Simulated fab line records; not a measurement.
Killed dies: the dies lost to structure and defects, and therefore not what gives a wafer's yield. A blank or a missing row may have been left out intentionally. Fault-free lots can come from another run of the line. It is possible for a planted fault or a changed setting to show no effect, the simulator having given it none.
Comparing a struck lot with a sound one + flow rit-cmos + 14 out of 202 route steps
Sound: wafers L786.1, L786.4, L786.6. Wafers L803.1, L803.2, L803.6 were the ones struck. The cause is given at the end.
Per side, at each step with rows, come the tool, then ch with its chambers, and then its first start. Under that, the readings that differ: sound wafers + struck wafers + difference of the means + sigmas: that difference in standard deviations of wafers without a fault.
alike: a reading whose means differ by less than 2 such deviations, as well as words and numbers matching on both sides. not compared: withheld readings; readings where some wafer has no value; bounds like >300 that might hide an equal value; numbers whose values overlap and for which the record gives no deviation.
A row with sigmas, a row that says differs or no value, or rows on one side alone: a step with any of these is where the two part. Numbers that don't overlap but have no deviation are shown without sigmas and don't part them. A reading that every wafer of one side lacks parts them only if that side has two wafers or more.

first, 1 step without rows for these wafers: RIT_SILICIDE_WET_ETCH_00 (etches SiO2 in BOE, target depth 14 nm, time 15 s).
RIT_SILICIDE_SPUTTER_01: material Ti, target thk 30 nm, time 234.8 s.
  struck on pvd-sputter-02, day 7 15:52; sound on pvd-sputter-02, day 3 17:53
  alike: cathode-dc-power-W, throttle-valve-pct
RIT_SILICIDE_RS_MEAS_02: the measuring method here is four-point-probe.
  struck on film-metro-03, day 7 16:01; sound on film-metro-04, day 3 18:02
  alike: SILICIDE_TI_RS
RIT_SILICIDE_THK_MEAS_03: measures by xrf.
  struck on film-metro-03, day 7 16:08; sound on film-metro-04, day 3 18:10
  alike: SILICIDE_TI_THK
RIT_SILICIDE_RTA_04: time 10 s, ramp up 5 s, ramp down 5 s.
  sound on rtp-anneal-02 ch 0, day 3 18:13; struck on rtp-anneal-01 ch 0, day 7 16:11
  alike: wafer_temp_C_max
then, 1 step without rows for these wafers: RIT_SILICIDE_WET_ETCH_05 (etches Ti in SPM, time 120 s).
RIT_SILICIDE_RTA_06: time 10 s, ramp up 5 s, ramp down 10 s.
  sound on rtp-anneal-01 ch 0, day 3 18:20; struck on rtp-anneal-02 ch 0, day 7 16:18
  alike: wafer_temp_C_max
RIT_CONTACT_CVD_00: deposits SiO2 from TEOS, target thk 400 nm, time 61 s.
  sound on pecvd-04 ch 0,1,2, day 3 18:24; struck on pecvd-03 ch 0,1,2, day 7 16:22
  alike: heater-power-w
RIT_CONTACT_THK_MEAS_01:
  struck on film-metro-04, day 7 16:25; sound on film-metro-03, day 3 18:27
  alike: CONTACT_TEOS_THK
then, 3 steps without rows for these wafers: RIT_CONTACT_HMDS_02 (prime time 60 s); RIT_CONTACT_COAT_03 (resist thk 1000 nm); RIT_CONTACT_SOFTBAKE_04 (time 60 s).
RIT_CONTACT_EXPOSE_05: exposes mask M11, target cd 1000 nm.
  sound on iline-stepper-02 ch 0, day 3 19:05; struck on iline-stepper-02, day 7 16:56
  no value came back on the struck wafers for exposure-dose-mJ-cm2, focus-offset-nm (nm); on the sound wafers exposure-dose-mJ-cm2 reads 249.29 249.61 249.87
  alike: mask
after that, 1 step had no rows for these wafers: RIT_CONTACT_PEB_06.

WHERE THEY PART
RIT_CONTACT_EXPOSE_05 only, going by this record.

WHY: what had been put in by the simulator
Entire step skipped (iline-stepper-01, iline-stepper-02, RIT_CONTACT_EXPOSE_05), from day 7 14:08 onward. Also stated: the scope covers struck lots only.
